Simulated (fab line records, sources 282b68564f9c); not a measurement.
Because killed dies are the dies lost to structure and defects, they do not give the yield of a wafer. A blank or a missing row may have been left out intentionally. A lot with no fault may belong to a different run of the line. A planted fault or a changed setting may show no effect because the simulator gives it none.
The tool behind it: which one? ; flow rit-cmos ; 12 lots with 36 wafers sampled at 2 steps, on a route of 202 steps

## WHAT THE GAUGES READ, wafer by wafer
RIT_SPACER_THK_MEAS_04.
lot;measured;on;SPACER_NITRIDE_THK (nm)
L341;day 3 02:56;film-metro-04;245.8 245.5 247.5
L342;day 3 08:43;film-metro-04;247.4 247.4 246.1
L343;day 3 13:02;film-metro-04;247.5 248.3 246.1
L345;day 3 22:37;film-metro-04;249.4 249.0 248.1
L346;day 4 03:10;film-metro-01;283.8 286.7 284.8
L354;day 5 17:52;film-metro-01;252.8 252.6 250.9
L355;day 6 00:27;film-metro-02;248.2 246.9 247.3
L356;day 6 02:22;film-metro-04;248.5 250.6 252.9
L357;day 6 11:07;film-metro-04;252.7 252.5 250.4
L361;day 7 07:00;film-metro-04;247.7 248.0 248.2
L362;day 7 08:56;film-metro-01;249.2 249.7 250.6
L363;day 7 15:10;film-metro-04;248.0 248.1 246.4

## WHAT TOOL EACH LOT RAN ON (gives the tool, then ch and the chambers of the sampled wafers, and finally the start)
lot;RIT_SPACER_CVD_03
L341;lpcvd-02 ch 1, day 3 01:02
L342;lpcvd-01 ch 1, day 3 06:48
L343;lpcvd-02 ch 0, day 3 11:07
L345;lpcvd-02 ch 1, day 3 20:41
L346;lpcvd-01 ch 1, day 4 01:15
L354;lpcvd-01 ch 0, day 5 15:57
L355;lpcvd-02 ch 1, day 5 22:32
L356;lpcvd-02 ch 1, day 6 00:27
L357;lpcvd-02 ch 0, day 6 09:10
L361;lpcvd-02 ch 1, day 7 05:05
L362;lpcvd-02 ch 1, day 7 07:00
L363;lpcvd-02 ch 0, day 7 13:13
- RIT_SPACER_CVD_03: deposits Si3N4 from SiH2Cl2/NH3, target thk 250 nm, time 3300 s.

## AS READ BY THE TOOLS THEMSELVES (means over the sampled wafers that have a number; for cases with no such wafer, the mark the record gives instead)
RIT_SPACER_CVD_03.
lot;tool;pressure-mtorr (mTorr);sih2cl2-flow-sccm (sccm);zone-power-centre-pct (%)
L341;lpcvd-02;299.7;59.90;38.1
L342;lpcvd-01;300.3;59.96;41.6
L343;lpcvd-02;299.8;60.00;35.4
L345;lpcvd-02;299.7;59.94;38.0
L346;lpcvd-01;300.6;90.22;41.4
L354;lpcvd-01;300.4;59.90;33.1
L355;lpcvd-02;300.0;60.14;38.1
L356;lpcvd-02;299.4;60.06;38.2
L357;lpcvd-02;299.8;60.04;35.6
L361;lpcvd-02;300.0;59.98;37.9
L362;lpcvd-02;299.3;60.03;38.1
L363;lpcvd-02;300.0;60.08;35.4

## THE ANSWER, worked out from the rows above alone
Rule: the lots themselves supply what counts as usual. The widest of any qualifying gaps counts: lots, ordered by their means at a reading, are off when they make up no more than a third of the lots, leave a main group of 4 or more, and stand apart from it by 3 or more times the standard deviation of that group's means. The tables above print the reading to a certain number of digits; a main group whose means all agree to those digits is not used. A lot without any number at a reading at which 4 lots or more have one is off too. Where the step has rows for the other lots, those lots are counted as sound. The gauges are gone through in route order, then the tools' own readings, and for those a lot's mean is taken as printed above. The first step at which some lot is off is used, and at that step the reading that is off furthest; a lot without a number counts as furthest.
Off: L346, at RIT_SPACER_THK_MEAS_04 (SPACER_NITRIDE_THK). The main group: mean 248.8 nm, standard deviation 1.9.
If a tool, at a process step before that reading, ran all the lots that are off and no sound lot after the first of them, it fits. The gauges at RIT_SPACER_THK_MEAS_04 aren't tried: what is off there is off at RIT_SPACER_CVD_03 too, on other tools, and a gauge's error can't cause that. Of those tried, none fits.

## WHAT HAD BEEN PUT IN BY THE SIMULATOR
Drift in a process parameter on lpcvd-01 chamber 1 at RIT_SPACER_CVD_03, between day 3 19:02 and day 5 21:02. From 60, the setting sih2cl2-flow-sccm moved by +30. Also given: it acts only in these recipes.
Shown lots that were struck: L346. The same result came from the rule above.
